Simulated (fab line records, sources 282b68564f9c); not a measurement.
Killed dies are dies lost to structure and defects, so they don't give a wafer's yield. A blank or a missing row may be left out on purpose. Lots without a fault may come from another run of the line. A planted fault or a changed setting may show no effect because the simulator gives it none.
fab line records | flow rit_cmos
record lots=6 wafers=18 last_day=6
route steps=202 shown SPACER@127 NSD@131
lots that met no fault: from a run of the same line without faults
start_h: hours from the record's first day to the start of the lot's first wafer shown | wait_h: hours since the lot's step before | " the same as in the row above | L1.1+2: a row that stands for several wafers | - no value, or no start given | * or withheld: withheld | < > ~ a bound
route shown NAME@n: a module of which the file shows steps, and the number in the route of the first | usual: mean/standard deviation of fault-free wafers | same: alike in all rows | chamber/n: place in a boat | sites: the reading at each site | _std_site: their standard deviation | _edge_site: outer sites' mean less inner sites' | radius_mm: how far each site lies from the wafer's centre | mask NAME#n: copy n | behind: the tool/chamber that last shaped the wafer | hold: why the lot was held/for how many hours/how that ended | device: the transistor (n, p or np) that didn't switch | end of line: the same wafers' tests at the end of the route | a step without rows: its recipe alone | killed: dies lost to structure and defects at the first sort, not the wafer's yield | map: a wafer's dies, x killed, . not, _ none there
set.NAME: the setting as run; set.NAME@STEP: as run at that earlier step | model.NAME: the simulator's own value behind a step, which no gauge read
lots at some steps of the route; a table a step, a row a wafer
services: from which hour (start_h, from the record's first day; less than 0 if before it) a tool's chamber was out of use, for how many hours, and why
## steps
# step RIT_SPACER_CLEAN_02
# recipe chemistry=SC2 mix=3:3:50 time_s=600 temp_c=75 dry=n2_spin
# step RIT_SPACER_CVD_03
# recipe material=Si3N4 target_thk_nm=250 temp_c=810 precursor=SiH2Cl2/NH3 time_s=3300 pressure_mtorr=300 sih2cl2_flow_sccm=60 nh3_flow_sccm=150
# step RIT_SPACER_THK_MEAS_04
# recipe reads=Si3N4_of_SPACER_CVD_03
# usual SPACER_NITRIDE_THK=249.1/2.2
# columns lot.wafer tool chamber start_h wait_h SPACER_NITRIDE_THK[nm]
L562.1 film_metro-01 - 50.88 0.0 253.5
L562.2 " - " " 252.5
L562.6 " - " " 254.6
L567.2 film_metro-03 - 73.17 0.0 246.1
L567.3 " - " " 246.4
L567.4 " - " " 245.8
L568.1 film_metro-01 - 78.40 0.0 248.4
L568.5 " - " " 249.7
L568.6 " - " " 247.5
L570.1 film_metro-03 - 87.24 0.0 247.0
L570.2 " - " " 245.7
L570.5 " - " " 248.9
L575.3 film_metro-01 - 112.10 0.0 249.9
L575.4 " - " " 247.4
L575.6 " - " " 249.5
L580.2 film_metro-03 - 135.89 0.0 251.1
L580.3 " - " " 249.7
L580.4 " - " " 249.9
# step RIT_SPACER_ETCHBACK_05
# recipe target_depth_a=2500 SF6_flow_sccm=30 CHF3_flow_sccm=30 target=Si3N4 chemistry=SF6/CHF3 pressure_mtorr=40 rf_w=250 time_s=240 stop_on=SiO2
# usual drypump_motor_current_A=5.6/0.48 oes_product_au=0.840/0.014 throttle_valve_pct=10.30/0.17
# columns lot.wafer tool chamber start_h wait_h drypump_motor_current_A oes_product_au rf_hours_counter_h throttle_valve_pct
L562.1 rie_diel-01 1 50.94 0.1 5.8 0.869 150 10.42
L562.2 " 2 " " 5.2 0.828 118 10.12
L562.6 " 0 " " 6.5 0.842 - 9.94
L567.2 rie_diel-04 0 73.22 0.0 5.7 0.820 21 10.06
L567.3 " 3 " " 5.2 0.840 70 10.35
L567.4 " 1 " " 5.1 0.848 - 10.36
L568.1 rie_diel-02 2 78.46 0.1 5.4 0.840 1 10.41
L568.5 " 2 " " 5.4 0.840 - 10.40
L568.6 " 3 " " 5.1 0.857 - 10.31
L570.1 rie_diel-04 3 87.30 0.1 5.3 0.847 70 10.36
L570.2 " 2 " " 5.5 0.815 103 10.42
L570.5 " 0 " " 5.7 0.827 - 10.06
L575.3 rie_diel-01 0 112.14 0.0 6.5 0.837 72 9.92
L575.4 " 1 " " 5.8 0.848 152 10.41
L575.6 " 0 " " 6.5 0.830 - 9.92
L580.2 rie_diel-04 3 135.94 0.0 5.2 0.847 71 10.39
L580.3 " 1 " " 5.1 0.860 8 10.35
L580.4 " 0 " " 5.7 0.840 22 10.08
# step RIT_NSD_HMDS_00
# recipe prime_time_s=60 prime_temp_c=140
# step RIT_NSD_COAT_01
# recipe resist=NOVOLAK spin_rpm=3250 resist_thk_nm=1000
# step RIT_NSD_SOFTBAKE_02
# recipe resist=NOVOLAK temp_c=90 time_s=60
# step RIT_NSD_EXPOSE_03
# recipe mask_id=M9 na=0.57 target_cd_nm=40700 dose_mj=250
# step RIT_NSD_PEB_04
# recipe resist=NOVOLAK temp_c=withheld time_s=withheld
# step RIT_NSD_DEVELOP_05
# recipe resist=NOVOLAK develop_time_s=50 dev_temp_c=23
# step RIT_NSD_OVL_MEAS_06
# usual NSD_OVL=1.2/1.4
# columns lot.wafer tool chamber start_h wait_h NSD_OVL[nm]
L562.1 overlay-02 - 52.10 - 2.3
L562.2 " - " " 1.4
L562.6 " - " " 2.7
L567.2 overlay-02 - 74.23 - 1.9
L567.3 " - " " 1.7
L567.4 " - " " 2.3
L568.1 overlay-02 - 79.58 - 4.0
L568.5 " - " " 3.3
L568.6 " - " " 0.6
L570.1 overlay-02 - 88.46 - 0.2
L570.2 " - " " 0.8
L570.5 " - " " 2.0
L575.3 overlay-02 - 113.20 - 3.6
L575.4 " - " " 2.6
L575.6 " - " " 2.7
L580.2 overlay-01 - 137.17 - 2.0
L580.3 " - " " 3.1
L580.4 " - " " 4.0
# step RIT_NSD_HARDBAKE_07
# recipe resist=NOVOLAK temp_c=140 time_s=60
# step RIT_NSD_IMPLANT_08
# recipe species=P energy_kev=25 dose_cm2=1e+15 tilt_deg=7
# usual beam_energy_keV=25.002/0.0078 beam_on_s=9.99/0.21 implant_ion_amu=31/0
# columns lot.wafer tool chamber start_h wait_h beam_energy_keV beam_on_s implant_ion_amu
L562.1 implanter-01 0 52.29 0.1 25.006 10.06 31
L562.2 " 0 " " 24.999 9.92 31
L562.6 " 0 " " 25.001 9.83 31
L567.2 implanter-04 - 74.43 0.1 - - -
L567.3 " - " " - - -
L567.4 " - " " - - -
L568.1 implanter-01 - 79.77 0.1 - - -
L568.5 " - " " - - -
L568.6 " - " " - - -
L570.1 implanter-01 0 88.65 0.1 24.994 10.17 31
L570.2 " 0 " " 25.005 9.61 31
L570.5 " 0 " " 24.998 9.77 31
L575.3 implanter-01 0 113.43 0.1 24.993 9.96 31
L575.4 " 0 " " 24.993 10.21 31
L575.6 " 0 " " 24.989 9.62 31
L580.2 implanter-03 0 137.37 0.1 25.005 10.46 31
L580.3 " 0 " " 24.997 10.01 31
L580.4 " 0 " " 24.991 10.49 31
# step RIT_NSD_STRIP_09
# recipe chemistry=O2 time_s=180 resist=NOVOLAK platen_temp_c=withheld power_w=500 pressure_mtorr=4000 o2_flow_sccm=4000
# usual drypump_motor_current_A=5.7/0.34
# columns lot.wafer tool chamber start_h wait_h drypump_motor_current_A rf_hours_counter_h
L562.1 plasma_asher-02 1 52.44 0.1 6.1 22
L562.2 " 0 " " 5.7 22
L562.6 " 0 " " 5.7 -
L567.2 plasma_asher-02 1 74.56 0.1 6.1 24
L567.3 " 0 " " 5.7 -
L567.4 " 1 " " 6.1 -
L568.1 plasma_asher-02 0 79.92 0.1 5.7 25
L568.5 " 0 " " 5.7 -
L568.6 " 1 " " 6.1 -
L570.1 plasma_asher-03 0 88.80 0.1 5.8 47
L570.2 " 1 " " 5.7 47
L570.5 " 1 " " 5.7 -
L575.3 plasma_asher-03 1 113.68 0.2 5.7 -
L575.4 " 0 " " 5.7 -
L575.6 " 1 " " 5.7 -
L580.2 plasma_asher-04 1 137.51 0.1 6.0 3
L580.3 " 0 " " 5.1 -
L580.4 " 1 " " 6.0 -
# step RIT_NSD_TW_MEAS_10
# usual NSD_TW=3129/32
# columns lot.wafer tool chamber start_h wait_h hold NSD_TW
L562.1 film_metro-04 - 52.61 0.1 - 3164
L562.2 " - " " - 3178
L562.6 " - " " - 3157
L567.2 film_metro-01 - 74.74 0.1 await_dispo/0.2h/release 30
L567.3 " - " " await_dispo/0.2h/release 30
L567.4 " - " " await_dispo/0.2h/release 30
L567.2 film_metro-01 - 74.97 0.2 - 30
L567.3 " - " " - 30
L567.4 " - " " - 30
L568.1 film_metro-01 - 80.10 0.1 await_dispo/0.2h/release 30
L568.5 " - " " await_dispo/0.2h/release 30
L568.6 " - " " await_dispo/0.2h/release 30
L568.1 film_metro-01 - 80.32 0.2 - 30
L568.5 " - " " - 30
L568.6 " - " " - 30
L570.1 film_metro-04 - 88.98 0.1 - 3145
L570.2 " - " " - 3176
L570.5 " - " " - 3186
L575.3 film_metro-04 - 113.82 0.1 - 3147
L575.4 " - " " - 3153
L575.6 " - " " - 3152
L580.2 film_metro-01 - 137.69 0.1 - 3101
L580.3 " - " " - 3110
L580.4 " - " " - 3113
## services
# columns tool chamber start_h hours kind
rie_diel-02 2 33.32 12.3 repair
implanter-01 - 46.12 1.4 repair
rie_diel-01 1 64.65 1.4 repair
rie_diel-04 - 68.26 2.8 pm
implanter-03 - 72.09 3.0 pm
rie_diel-04 2 73.09 7.9 repair
rie_diel-01 - 82.53 0.4 repair
implanter-04 - 84.53 8.6 pm
rie_diel-02 2 89.08 3.8 repair
rie_diel-01 0 91.52 3.6 repair
plasma_asher-02 - 92.79 55.8 repair
rie_diel-04 3 102.39 4.4 repair
plasma_asher-04 - 108.92 9.0 pm
plasma_asher-04 0 108.92 9.0 vent_cycle
plasma_asher-04 1 108.92 9.0 vent_cycle
plasma_asher-04 0 117.92 - clean
plasma_asher-04 1 117.92 - clean
rie_diel-02 - 120.74 2.8 pm
implanter-04 - 133.93 5.2 pm
## key
first_sign step=RIT_NSD_IMPLANT_08 reading=tool_record direction=missing
effect step=RIT_NSD_TW_MEAS_10 reading=visit direction=added
effect step=RIT_NSD_TW_MEAS_10 reading=NSD_TW direction=down sigmas=96 usual=3129 struck=30
met_at RIT_NSD_IMPLANT_08
struck_wafers L567.2,L567.3,L567.4,L568.1,L568.5,L568.6
later_rows_left_out L567.2,L567.3,L567.4,L568.1,L568.5,L568.6
sort_left_out L567.2,L567.3,L567.4,L568.1,L568.5,L568.6
tester_left_out L567,L568
onset_between 52.29 74.43
fault kind=skipped_step_whole tool=implanter-01,implanter-04 chamber=- onset_h=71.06 steps=RIT_NSD_IMPLANT_08 scope=struck_lots_only
# tester_left_out: of these lots the tester's yield and bins aren't shown, on N5 and GAA mostly nor the transistor test; their killed dies are dies lost to structure and defects alone, not to doping, threshold or leakage, so they don't give the yield
# sort_left_out: the simulated sort isn't trusted on such a fault, so these wafers' sort isn't shown, and their yield isn't known
# later_rows_left_out: the simulator's readings of these wafers behind a module that went badly wrong aren't trusted and aren't shown, but for the sort
